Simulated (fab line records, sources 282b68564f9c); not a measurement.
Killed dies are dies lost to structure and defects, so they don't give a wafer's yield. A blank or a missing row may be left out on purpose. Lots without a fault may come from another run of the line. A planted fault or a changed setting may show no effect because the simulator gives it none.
fab line records | flow rit_cmos
record lots=5 wafers=23
route steps=202 shown ACTIVE@2 FOX2@25 NWELL@29 PWELL@47 WELLDRIVE@50 NRETRO@55 PRETRO@72 GATE@87 NLDD@104
start_h: hours from the record's first day to the start of the lot's first wafer shown | wait_h: hours since the lot's step before | " the same as in the row above | L1.1+2: a row that stands for several wafers | - no value, or no start given | * or withheld: withheld | < > ~ a bound
route shown NAME@n: a module of which the file shows steps, and the number in the route of the first | usual: mean/standard deviation of fault-free wafers | same: alike in all rows | chamber/n: place in a boat | sites: the reading at each site | _std_site: their standard deviation | _edge_site: outer sites' mean less inner sites' | radius_mm: how far each site lies from the wafer's centre | mask NAME#n: copy n | behind: the tool/chamber that last shaped the wafer | hold: why the lot was held/for how many hours/how that ended | device: the transistor (n, p or np) that didn't switch | end of line: the same wafers' tests at the end of the route | a step without rows: its recipe alone | killed: dies lost to structure and defects at the first sort, not the wafer's yield | map: a wafer's dies, x killed, . not, _ none there
set.NAME: the setting as run; set.NAME@STEP: as run at that earlier step | model.NAME: the simulator's own value behind a step, which no gauge read
lots whose settings were changed on purpose; a table a step, a row a wafer
## steps
# step RIT_ACTIVE_OXIDATION_01
# recipe temp_c=1000 ambient=O2 target_thk_a=468 ox_time_s=3360
# columns lot.wafer tool chamber start_h wait_h set.ox_time_s model.SiO2_of_ACTIVE_OXIDATION_01.thk_nm
L075.1 - - - 1.6 2895 40.66
L075.3 " - " " 2895 40.15
L075.4 " - " " 2895 41.32
L075.5 " - " " 2895 40.17
L075.6 " - " " 2895 40.64
L079.1 - - - 0.1 3014 42.77
L079.2 " - " " 3014 42.79
L079.3 " - " " 3014 42.01
L079.4 " - " " 3014 43.24
L079.5 " - " " 3014 42.52
L080.2 - - - 0.1 3691 50
L080.3 " - " " 3691 50.36
L080.4 " - " " 3691 50.76
L080.5 " - " " 3691 50.24
L080.6 " - " " 3691 49.6
L083.1 furnace-01 0 55.12 0.1 3360 45.48
L083.2 " 0 " " 3360 45.27
L083.6 " 0 " " 3360 45.05
L085.1 - - - 0.1 3807 50.21
L085.2+3 " - " " 3807 49.94
L085.5 " - " " 3807 49.49
L085.6 " - " " 3807 50.67
# step RIT_ACTIVE_THK_MEAS_02
# recipe reads=SiO2_of_ACTIVE_OXIDATION_01
# usual ACTIVE_OXIDE_THK=46.4/0.93
# columns lot.wafer tool chamber start_h wait_h set.ox_time_s@ACTIVE_OXIDATION_01 ACTIVE_OXIDE_THK[nm]
L075.1 film_metro-02 - - - 2895 40.7
L075.3 " - " " 2895 40.2
L075.4 " - " " 2895 41.3
L075.5 " - " " 2895 40.2
L075.6 " - " " 2895 40.6
L079.1 film_metro-02 - - - 3014 42.8
L079.2 " - " " 3014 42.8
L079.3 " - " " 3014 42.0
L079.4 " - " " 3014 43.2
L079.5 " - " " 3014 42.5
L080.2 film_metro-03 - - - 3691 50.0
L080.3 " - " " 3691 50.4
L080.4 " - " " 3691 50.8
L080.5 " - " " 3691 50.2
L080.6 " - " " 3691 49.6
L083.1 film_metro-02 - 57.05 0.0 3360 45.5
L083.2 " - " " 3360 45.3
L083.6 " - " " 3360 45.1
L085.1 film_metro-03 - - - 3807 50.2
L085.2 " - " " 3807 50.0
L085.3 " - " " 3807 50.0
L085.5 " - " " 3807 49.5
L085.6 " - " " 3807 50.7
# step RIT_ACTIVE_COAT_06
# recipe resist=NOVOLAK spin_rpm=3250 resist_thk_nm=1000
# columns lot.wafer tool chamber start_h wait_h set.spin_rpm model.NOVOLAK_of_ACTIVE_COAT_06.thk_nm
L075.1 litho_track-03 0 20.26 0.1 3250 1001
L075.3 " 0 " " 3478 970.9
L075.4 " 0 " " 3250 1000
L075.5 " 0 " " 3250 1005
L075.6 " 0 " " 3478 969.4
L079.1+2 litho_track-03 0 38.74 0.1 3250 1001
L079.3 " 0 " " 3250 999
L079.4 " 0 " " 3250 999.9
L079.5 " 0 " " 3250 1003
L080.2 litho_track-03 0 43.77 0.1 3422 974.7
L080.3+4 " 0 " " 3250 1001
L080.5 " 0 " " 3422 972.1
L080.6 " 0 " " 3250 999.6
L083.1 litho_track-04 0 58.74 0.1 3250 999
L083.2 " 0 " " 3250 998.9
L083.6 " 0 " " 3250 996.4
L085.1 litho_track-04 0 68.74 0.1 3250 997.9
L085.2 " 0 " " 3250 996.3
L085.3 " 0 " " 3250 996.5
L085.5 " 0 " " 3250 995.4
L085.6 " 0 " " 3250 997.6
# step RIT_ACTIVE_SOFTBAKE_07
# recipe resist=NOVOLAK temp_c=90 time_s=60
# step RIT_ACTIVE_EXPOSE_08
# recipe mask_id=M1 na=0.6 source_shape=conventional sigma_outer=0.6 target_cd_nm=1400 dose_mj=225
# step RIT_ACTIVE_DEVELOP_10
# recipe resist=NOVOLAK develop_time_s=50 dev_temp_c=23
# step RIT_ACTIVE_HARDBAKE_12
# recipe resist=NOVOLAK temp_c=140 time_s=60
# columns lot.wafer tool chamber start_h wait_h set.spin_rpm@ACTIVE_COAT_06 model.NOVOLAK_of_ACTIVE_COAT_06.thk_nm
L075.1 litho_track-04 0 21.30 0.2 3250 884.6
L075.3 " 0 " " 3478 858.3
L075.4 " 0 " " 3250 884.2
L075.5 " 0 " " 3250 888
L075.6 " 0 " " 3478 857
L079.1 litho_track-01 0 39.56 0.1 3250 884.8
L079.2 " 0 " " 3250 884.9
L079.3 " 0 " " 3250 882.8
L079.4 " 0 " " 3250 883.7
L079.5 " 0 " " 3250 886
L080.2 litho_track-04 0 44.58 0.1 3422 861.7
L080.3 " 0 " " 3250 884.5
L080.4 " 0 " " 3250 885
L080.5 " 0 " " 3422 859.4
L080.6 " 0 " " 3250 883.4
L083.1+2 litho_track-01 0 59.56 0.1 3250 882.8
L083.6 " 0 " " 3250 880.7
L085.1 litho_track-04 0 69.68 0.1 3250 881.9
L085.2 " 0 " " 3250 880.5
L085.3 " 0 " " 3250 880.7
L085.5 " 0 " " 3250 879.7
L085.6 " 0 " " 3250 881.7
# step RIT_ACTIVE_ETCH_13
# recipe stop_on=SiO2 chemistry=SF6 target=Si3N4 time_s=210 over_etch_frac=0.4 SF6_flow_sccm=200 pressure_mtorr=260 rf_w=125 target_depth_a=2100
# columns lot.wafer tool chamber start_h wait_h set.time_s model.SiO2_of_ACTIVE_OXIDATION_01.thk_nm
L075.1 rie_diel-03 0 21.45 0.1 210 40
L075.3 " 3 " " 227.7 33.79
L075.4 " 1 " " 227.7 34.72
L075.5 " 3 " " 227.7 33.81
L075.6 " 0 " " 210 39.98
L079.1 rie_diel-01 0 39.71 0.1 219.3 39.35
L079.2 " 3 " " 219.3 40.03
L079.3 " 2 " " 219.3 38.48
L079.4 " 1 " " 210 41.91
L079.5 " 2 " " 210 42.08
L080.2 rie_diel-03 0 44.71 0.1 210 49.34
L080.3 " 3 " " 225.4 44.77
L080.4 " 2 " " 225.4 45.29
L080.5 " 0 " " 225.4 44.37
L080.6 " 1 " " 210 48.94
L083.1 rie_diel-04 1 59.71 0.1 210 43.99
L083.2 " 3 " " 210 45.27
L083.6 " 0 " " 210 44.88
L085.1 rie_diel-01 1 69.83 0.1 210 48.87
L085.2 " 0 " " 210 49.65
L085.3 " 3 " " 198.6 49.94
L085.5 " 0 " " 210 49.19
L085.6 " 3 " " 198.6 50.67
# step RIT_ACTIVE_STRIP_14
# recipe chemistry=O2 time_s=180 resist=NOVOLAK platen_temp_c=withheld power_w=500 pressure_mtorr=4000 o2_flow_sccm=4000
# step RIT_FOX2_CLEAN_02
# recipe chemistry=dHF dilution=50:1 time_s=180
# step RIT_FOX2_WET_ETCH_03
# recipe chemistry=H3PO4 target=Si3N4 target_depth_nm=195 temp_c=165 time_s=2700
# columns lot.wafer tool chamber start_h wait_h set.time_s@ACTIVE_ETCH_13 model.SiO2_of_ACTIVE_OXIDATION_01.thk_nm
L075.1 wet_bench-03 0 - - 210 35.58
L075.3 " 0 " " 227.7 30.05
L075.4 " 0 " " 227.7 30.88
L075.5 " 0 " " 227.7 30.07
L075.6 " 0 " " 210 35.55
L079.1 wet_bench-03 0 - - 219.3 35.02
L079.2 " 0 " " 219.3 35.61
L079.3 " 0 " " 219.3 34.23
L079.4 " 0 " " 210 37.28
L079.5 " 0 " " 210 37.45
L080.2 wet_bench-03 2 - - 210 43.7
L080.3 " 2 " " 225.4 39.68
L080.4 " 2 " " 225.4 40.14
L080.5 " 2 " " 225.4 39.35
L080.6 " 2 " " 210 43.41
L083.1 wet_bench-02 2 63.43 0.0 210 38.97
L083.2 " 2 " " 210 40.08
L083.6 " 2 " " 210 39.74
L085.1 wet_bench-02 3 - - 210 43.4
L085.2 " 3 " " 210 44.14
L085.3 " 3 " " 198.6 44.36
L085.5 " 3 " " 210 43.72
L085.6 " 3 " " 198.6 45.05
# step RIT_NWELL_COAT_01
# recipe resist=NOVOLAK spin_rpm=2000 resist_thk_nm=1300
# columns lot.wafer tool chamber start_h wait_h set.resist_thk_nm model.NOVOLAK_of_NWELL_COAT_01.thk_nm
L075.1 litho_track-04 0 26.23 0.1 1222 1221
L075.3 " 0 " " 1300 1303
L075.4 " 0 " " 1222 1222
L075.5 " 0 " " 1300 1302
L075.6 " 0 " " 1300 1304
L079.1+4 litho_track-02 0 44.52 0.1 1300 1297
L079.2 " 0 " " 1300 1303
L079.3+5 " 0 " " 1300 1298
L080.2+6 litho_track-03 0 49.46 0.1 1300 1297
L080.3+5 " 0 " " 1300 1295
L080.4 " 0 " " 1300 1298
L083.1 litho_track-03 0 64.52 0.1 1300 1301
L083.2+6 " 0 " " 1300 1299
L085.1+2 litho_track-04 0 74.52 0.1 1222 1225
L085.3 " 0 " " 1300 1305
L085.5 " 0 " " 1300 1303
L085.6 " 0 " " 1300 1307
# step RIT_NWELL_SOFTBAKE_02
# recipe resist=NOVOLAK temp_c=90 time_s=60
# step RIT_NWELL_EXPOSE_03
# recipe mask_id=M2 na=0.57 target_cd_nm=43900 dose_mj=250
# step RIT_NWELL_DEVELOP_05
# recipe resist=NOVOLAK develop_time_s=68 dev_temp_c=23
# step RIT_NWELL_HARDBAKE_07
# recipe resist=NOVOLAK temp_c=140 time_s=120
# columns lot.wafer tool chamber start_h wait_h set.resist_thk_nm@NWELL_COAT_01 model.NOVOLAK_of_NWELL_COAT_01.thk_nm
L075.1 litho_track-04 0 26.99 0.0 1222 1069
L075.3+5 " 0 " " 1300 1139
L075.4 " 0 " " 1222 1070
L075.6 " 0 " " 1300 1141
L079.1+3+5 litho_track-04 0 45.29 0.0 1300 1135
L079.2 " 0 " " 1300 1140
L079.4 " 0 " " 1300 1134
L080.2+6 litho_track-04 0 50.45 0.1 1300 1134
L080.3 " 0 " " 1300 1133
L080.4 " 0 " " 1300 1135
L080.5 " 0 " " 1300 1132
L083.1 litho_track-02 0 65.28 0.0 1300 1138
L083.2+6 " 0 " " 1300 1136
L085.1 litho_track-03 0 75.41 0.0 1222 1072
L085.2 " 0 " " 1222 1073
L085.3 " 0 " " 1300 1141
L085.5 " 0 " " 1300 1139
L085.6 " 0 " " 1300 1143
# step RIT_NWELL_IMPLANT_08
# recipe species=P energy_kev=170 dose_cm2=5e+13 tilt_deg=7
# columns lot.wafer tool chamber start_h wait_h set.dose_cm2
L075.1+3 implanter-01 0 27.24 0.2 4.746e+13
L075.4+5+6 " 0 " " 5e+13
L079.1+2+5 implanter-03 0 45.54 0.2 4.841e+13
L079.3+4 " 0 " " 5e+13
L080.2+5+6 implanter-01 0 50.68 0.2 5.214e+13
L080.3+4 " 0 " " 5e+13
L083.1+2+6 implanter-03 0 65.53 0.2 5e+13
L085.1+2+3+5+6 implanter-03 0 75.66 0.2 5e+13
# step RIT_PWELL_IMPLANT_08
# recipe species=B energy_kev=170 dose_cm2=7e+13 tilt_deg=7
# columns lot.wafer tool chamber start_h wait_h set.dose_cm2
L075.1+3+6 implanter-04 0 28.93 0.2 7.415e+13
L075.4+5 " 0 " " 7e+13
L079.1+2+4 implanter-01 0 47.09 0.2 6.72e+13
L079.3+5 " 0 " " 7e+13
L080.2+3+5 implanter-01 0 52.23 0.2 7e+13
L080.4+6 " 0 " " 7.3e+13
L083.1+2+6 implanter-04 0 67.21 0.2 7e+13
L085.1+6 implanter-04 0 77.27 0.2 7e+13
L085.2+3+5 " 0 " " 6.602e+13
# step RIT_PWELL_STRIP_09
# recipe chemistry=O2 time_s=180 resist=NOVOLAK platen_temp_c=withheld power_w=500 pressure_mtorr=4000 o2_flow_sccm=4000
# step RIT_PWELL_TW_MEAS_10
# usual PWELL_TW=944/8.6
# columns lot.wafer tool chamber start_h wait_h set.dose_cm2@PWELL_IMPLANT_08 PWELL_TW
L075.1 film_metro-04 - 29.25 0.1 7.415e+13 965
L075.3 " - " " 7.415e+13 970
L075.4 " - " " 7e+13 948
L075.5 " - " " 7e+13 954
L075.6 " - " " 7.415e+13 965
L079.1 film_metro-02 - 47.41 0.1 6.72e+13 924
L079.2 " - " " 6.72e+13 925
L079.3 " - " " 7e+13 931
L079.4 " - " " 6.72e+13 920
L079.5 " - " " 7e+13 935
L080.2 film_metro-04 - 52.54 0.1 7e+13 956
L080.3 " - " " 7e+13 953
L080.4 " - " " 7.3e+13 965
L080.5 " - " " 7e+13 954
L080.6 " - " " 7.3e+13 965
L083.1 film_metro-04 - 67.53 0.1 7e+13 954
L083.2 " - " " 7e+13 955
L083.6 " - " " 7e+13 954
L085.1 film_metro-02 - 77.60 0.1 7e+13 938
L085.2 " - " " 6.602e+13 919
L085.3 " - " " 6.602e+13 919
L085.5 " - " " 6.602e+13 920
L085.6 " - " " 7e+13 936
# step RIT_WELLDRIVE_ANNEAL_00
# recipe temp_c=1100 time_s=14700 ambient=N2
# step RIT_WELLDRIVE_RS_MEAS_01
# recipe thk_meas_gauge=four-point-probe
# usual NWELL_RS=275.9/0.73
# columns lot.wafer tool chamber start_h wait_h set.dose_cm2@NWELL_IMPLANT_08 NWELL_RS[ohm/sq]
L075.1 film_metro-04 - 34.40 0.0 4.746e+13 285.1
L075.3 " - " " 4.746e+13 285.5
L075.4 " - " " 5e+13 276.6
L075.5 " - " " 5e+13 276.4
L075.6 " - " " 5e+13 276.2
L079.1 film_metro-04 - 53.38 0.0 4.841e+13 282.3
L079.2 " - " " 4.841e+13 280.6
L079.3 " - " " 5e+13 276.8
L079.4 " - " " 5e+13 276.1
L079.5 " - " " 4.841e+13 281.7
L080.2 film_metro-02 - 57.69 0.0 5.214e+13 269.3
L080.3 " - " " 5e+13 275.6
L080.4 " - " " 5e+13 276.1
L080.5 " - " " 5.214e+13 269.5
L080.6 " - " " 5.214e+13 268.8
L083.1 film_metro-04 - 72.68 0.0 5e+13 275.9
L083.2 " - " " 5e+13 276.2
L083.6 " - " " 5e+13 275.9
L085.1 film_metro-04 - 83.14 0.0 5e+13 275.1
L085.2 " - " " 5e+13 274.2
L085.3 " - " " 5e+13 275.4
L085.5 " - " " 5e+13 275.4
L085.6 " - " " 5e+13 275.7
# step RIT_WELLDRIVE_RS_MEAS_02
# recipe thk_meas_gauge=four-point-probe
# usual PWELL_RS=429.6/1.3
# columns lot.wafer tool chamber start_h wait_h set.dose_cm2@PWELL_IMPLANT_08 PWELL_RS[ohm/sq]
L075.1 film_metro-04 - 34.52 0.1 7.415e+13 414.5
L075.3 " - " " 7.415e+13 414.8
L075.4 " - " " 7e+13 430.9
L075.5 " - " " 7e+13 431.0
L075.6 " - " " 7.415e+13 414.0
L079.1 film_metro-04 - 53.50 0.1 6.72e+13 439.4
L079.2 " - " " 6.72e+13 439.4
L079.3 " - " " 7e+13 427.9
L079.4 " - " " 6.72e+13 441.4
L079.5 " - " " 7e+13 428.2
L080.2 film_metro-02 - 57.81 0.1 7e+13 427.8
L080.3 " - " " 7e+13 426.7
L080.4 " - " " 7.3e+13 416.6
L080.5 " - " " 7e+13 428.6
L080.6 " - " " 7.3e+13 417.3
L083.1 film_metro-04 - 72.80 0.1 7e+13 430.3
L083.2 " - " " 7e+13 429.1
L083.6 " - " " 7e+13 430.8
L085.1 film_metro-04 - 83.26 0.1 7e+13 429.3
L085.2 " - " " 6.602e+13 445.2
L085.3 " - " " 6.602e+13 444.9
L085.5 " - " " 6.602e+13 445.8
L085.6 " - " " 7e+13 429.3
# step RIT_NRETRO_SOFTBAKE_02
# recipe resist=NOVOLAK temp_c=90 time_s=60
# columns lot.wafer tool chamber start_h wait_h set.temp_c
L075.1+3+4+5+6 litho_track-01 0 34.94 0.1 90
L079.1+2+3+4+5 litho_track-03 0 53.92 0.1 90
L080.2+4+6 litho_track-01 0 58.24 0.1 90
L080.3+5 " 0 " " 87.88
L083.1+2+6 litho_track-01 0 73.22 0.1 90
L085.1+5 litho_track-02 0 83.68 0.1 90
L085.2+3+6 " 0 " " 93.75
# step RIT_NRETRO_EXPOSE_03
# recipe mask_id=M4 na=0.57 target_cd_nm=43900 dose_mj=250
# step RIT_NRETRO_PEB_04
# recipe resist=NOVOLAK temp_c=withheld time_s=withheld
# step RIT_NRETRO_DEVELOP_05
# recipe resist=NOVOLAK develop_time_s=68 dev_temp_c=23
# columns lot.wafer tool chamber start_h wait_h set.temp_c@NRETRO_SOFTBAKE_02 model.NOVOLAK_of_NRETRO_COAT_01.thk_nm
L075.1+4 litho_track-03 0 - - 90 1303
L075.3 " 0 " " 90 1302
L075.5 " 0 " " 90 1306
L075.6 " 0 " " 90 1305
L079.1 litho_track-02 0 - - 90 1295
L079.2 " 0 " " 90 1300
L079.3 " 0 " " 90 1299
L079.4 " 0 " " 90 1301
L079.5 " 0 " " 90 1298
L080.2 litho_track-01 0 - - 90 1306
L080.3+5 " 0 " " 87.88 1313
L080.4 " 0 " " 90 1305
L080.6 " 0 " " 90 1304
L083.1 litho_track-03 0 - - 90 1297
L083.2+6 " 0 " " 90 1301
L085.1 litho_track-02 0 - - 90 1301
L085.2+3 " 0 " " 93.75 1284
L085.5 " 0 " " 90 1298
L085.6 " 0 " " 93.75 1285
# step RIT_PRETRO_IMPLANT_08
# recipe species=B energy_kev=45 dose_cm2=1.2e+13 tilt_deg=7
# columns lot.wafer tool chamber start_h wait_h set.energy_kev model.implant.rp_nm model.implant.drp_nm
L075.1+3+4+5+6 implanter-04 0 37.48 0.2 45 145.2 55.07
L079.1+4 implanter-04 0 56.88 0.2 47.49 153 56.84
L079.2+3+5 " 0 " " 45 145.5 55.07
L080.2+3+4 implanter-02 0 60.66 0.2 45.7 145.4 55.58
L080.5+6 " 0 " " 45 143.3 55.07
L083.1+2+6 implanter-04 0 75.76 0.2 45 150.4 55.07
L085.1+3 implanter-04 0 86.10 0.2 45 147.3 55.07
L085.2+5+6 " 0 " " 42.42 139.3 53.16
# step RIT_GATE_COAT_11
# recipe resist=NOVOLAK spin_rpm=4250 resist_thk_nm=850
# columns lot.wafer tool chamber start_h wait_h set.resist_thk_nm model.NOVOLAK_of_GATE_COAT_11.thk_nm
L075.1 litho_track-02 0 41.57 0.1 883.4 886.2
L075.3 " 0 " " 850 852.4
L075.4 " 0 " " 850 851.4
L075.5 " 0 " " 850 851.3
L075.6 " 0 " " 883.4 885.5
L079.1 litho_track-03 0 61.67 0.1 850 851.7
L079.2 " 0 " " 806.2 811.5
L079.3 " 0 " " 850 852.3
L079.4 " 0 " " 806.2 808.1
L079.5 " 0 " " 850 853.3
L080.2 litho_track-03 0 65.33 0.1 850 845
L080.3 " 0 " " 850 847.1
L080.4 " 0 " " 850 847.4
L080.5 " 0 " " 850 844
L080.6 " 0 " " 850 845.9
L083.1 litho_track-02 0 81.15 0.1 850 851.5
L083.2 " 0 " " 850 844.8
L083.6 " 0 " " 850 849
L085.1 litho_track-02 0 91.74 0.1 850 848.4
L085.2 " 0 " " 879.5 883.6
L085.3 " 0 " " 850 847.1
L085.5 " 0 " " 879.5 879.7
L085.6 " 0 " " 850 851.9
# step RIT_NLDD_COAT_01
# recipe resist=NOVOLAK spin_rpm=3250 resist_thk_nm=1000
# columns lot.wafer tool chamber start_h wait_h set.spin_rpm model.NOVOLAK_of_NLDD_COAT_01.thk_nm
L075.1 litho_track-04 0 46.22 0.1 3250 1005
L075.3 " 0 " " 3098 1031
L075.4+6 " 0 " " 3250 1003
L075.5 " 0 " " 3098 1027
L079.1+2 litho_track-02 0 66.28 0.1 3165 1012
L079.3 " 0 " " 3165 1013
L079.4 " 0 " " 3250 1002
L079.5 " 0 " " 3250 997.1
L080.2 litho_track-01 0 69.99 0.1 3068 1035
L080.3 " 0 " " 3068 1031
L080.4 " 0 " " 3250 1004
L080.5+6 " 0 " " 3250 1003
L083.1 litho_track-01 0 85.71 0.1 3250 998.3
L083.2 " 0 " " 3250 1003
L083.6 " 0 " " 3250 998.4
L085.1 litho_track-02 0 96.28 0.1 3334 984.6
L085.2 " 0 " " 3250 997.8
L085.3 " 0 " " 3250 996.1
L085.5 " 0 " " 3334 984.1
L085.6 " 0 " " 3334 986.3
# step RIT_NLDD_SOFTBAKE_02
# recipe resist=NOVOLAK temp_c=90 time_s=60
# step RIT_NLDD_EXPOSE_03
# recipe mask_id=M7 na=0.57 target_cd_nm=40700 dose_mj=250
# step RIT_NLDD_DEVELOP_05
# recipe resist=NOVOLAK develop_time_s=50 dev_temp_c=23
# step RIT_NLDD_HARDBAKE_07
# recipe resist=NOVOLAK temp_c=140 time_s=60
# columns lot.wafer tool chamber start_h wait_h set.spin_rpm@NLDD_COAT_01 model.NOVOLAK_of_NLDD_COAT_01.thk_nm
L075.1 litho_track-01 0 46.96 0.0 3250 887.7
L075.3 " 0 " " 3098 910.8
L075.4 " 0 " " 3250 886.2
L075.5 " 0 " " 3098 907.7
L075.6 " 0 " " 3250 886
L079.1 litho_track-01 0 67.02 0.0 3165 894.1
L079.2 " 0 " " 3165 894.7
L079.3 " 0 " " 3165 895.4
L079.4 " 0 " " 3250 885.4
L079.5 " 0 " " 3250 881.3
L080.2 litho_track-04 0 70.85 0.0 3068 914.7
L080.3 " 0 " " 3068 911.2
L080.4 " 0 " " 3250 887.6
L080.5 " 0 " " 3250 886.3
L080.6 " 0 " " 3250 886.7
L083.1 litho_track-04 0 86.59 0.0 3250 882.2
L083.2 " 0 " " 3250 886.1
L083.6 " 0 " " 3250 882.4
L085.1 litho_track-01 0 97.14 0.0 3334 870.2
L085.2 " 0 " " 3250 881.9
L085.3 " 0 " " 3250 880.3
L085.5 " 0 " " 3334 869.9
L085.6 " 0 " " 3334 871.7
## key
split step=RIT_ACTIVE_OXIDATION_01 setting=ox_time_s stated=3360 by=lot
response step=RIT_ACTIVE_OXIDATION_01 reading=model.SiO2_of_ACTIVE_OXIDATION_01.thk_nm change=+0.357 per=1% r=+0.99
response step=RIT_ACTIVE_THK_MEAS_02 reading=ACTIVE_OXIDE_THK change=+0.357 per=1% r=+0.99
split step=RIT_ACTIVE_COAT_06 setting=spin_rpm stated=3250 by=wafer
response step=RIT_ACTIVE_COAT_06 reading=model.NOVOLAK_of_ACTIVE_COAT_06.thk_nm change=-4.77 per=1% r=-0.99
response step=RIT_ACTIVE_HARDBAKE_12 reading=model.NOVOLAK_of_ACTIVE_COAT_06.thk_nm change=-4.17 per=1% r=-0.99
split step=RIT_ACTIVE_ETCH_13 setting=time_s stated=210 by=wafer
response step=RIT_ACTIVE_ETCH_13 reading=model.SiO2_of_ACTIVE_OXIDATION_01.thk_nm change=-0.57 per=1% r=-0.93
response step=RIT_FOX2_WET_ETCH_03 reading=model.SiO2_of_ACTIVE_OXIDATION_01.thk_nm change=-0.506 per=1% r=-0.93
split step=RIT_NWELL_COAT_01 setting=resist_thk_nm stated=1300 by=wafer
response step=RIT_NWELL_COAT_01 reading=model.NOVOLAK_of_NWELL_COAT_01.thk_nm change=+13.5 per=1% r=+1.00
response step=RIT_NWELL_HARDBAKE_07 reading=model.NOVOLAK_of_NWELL_COAT_01.thk_nm change=+11.6 per=1% r=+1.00
split step=RIT_NWELL_IMPLANT_08 setting=dose_cm2 stated=5e+13 by=wafer
response step=RIT_WELLDRIVE_RS_MEAS_01 reading=NWELL_RS change=-1.66 per=1% r=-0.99
split step=RIT_PWELL_IMPLANT_08 setting=dose_cm2 stated=7e+13 by=wafer
response step=RIT_PWELL_TW_MEAS_10 reading=PWELL_TW change=+2.76 per=1% r=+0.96
response step=RIT_WELLDRIVE_RS_MEAS_02 reading=PWELL_RS change=-2.78 per=1% r=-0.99
split step=RIT_NRETRO_SOFTBAKE_02 setting=temp_c stated=90 by=wafer
response step=RIT_NRETRO_DEVELOP_05 reading=model.NOVOLAK_of_NRETRO_COAT_01.thk_nm change=-3.55 per=1% r=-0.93
split step=RIT_PRETRO_IMPLANT_08 setting=energy_kev stated=45 by=wafer
response step=RIT_PRETRO_IMPLANT_08 reading=model.implant.rp_nm change=+1.38 per=1% r=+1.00
response step=RIT_PRETRO_IMPLANT_08 reading=model.implant.drp_nm change=+0.327 per=1% r=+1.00
split step=RIT_GATE_COAT_11 setting=resist_thk_nm stated=850 by=wafer
response step=RIT_GATE_COAT_11 reading=model.NOVOLAK_of_GATE_COAT_11.thk_nm change=+8.64 per=1% r=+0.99
split step=RIT_NLDD_COAT_01 setting=spin_rpm stated=3250 by=wafer
response step=RIT_NLDD_COAT_01 reading=model.NOVOLAK_of_NLDD_COAT_01.thk_nm change=-5.28 per=1% r=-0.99
response step=RIT_NLDD_HARDBAKE_07 reading=model.NOVOLAK_of_NLDD_COAT_01.thk_nm change=-4.62 per=1% r=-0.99
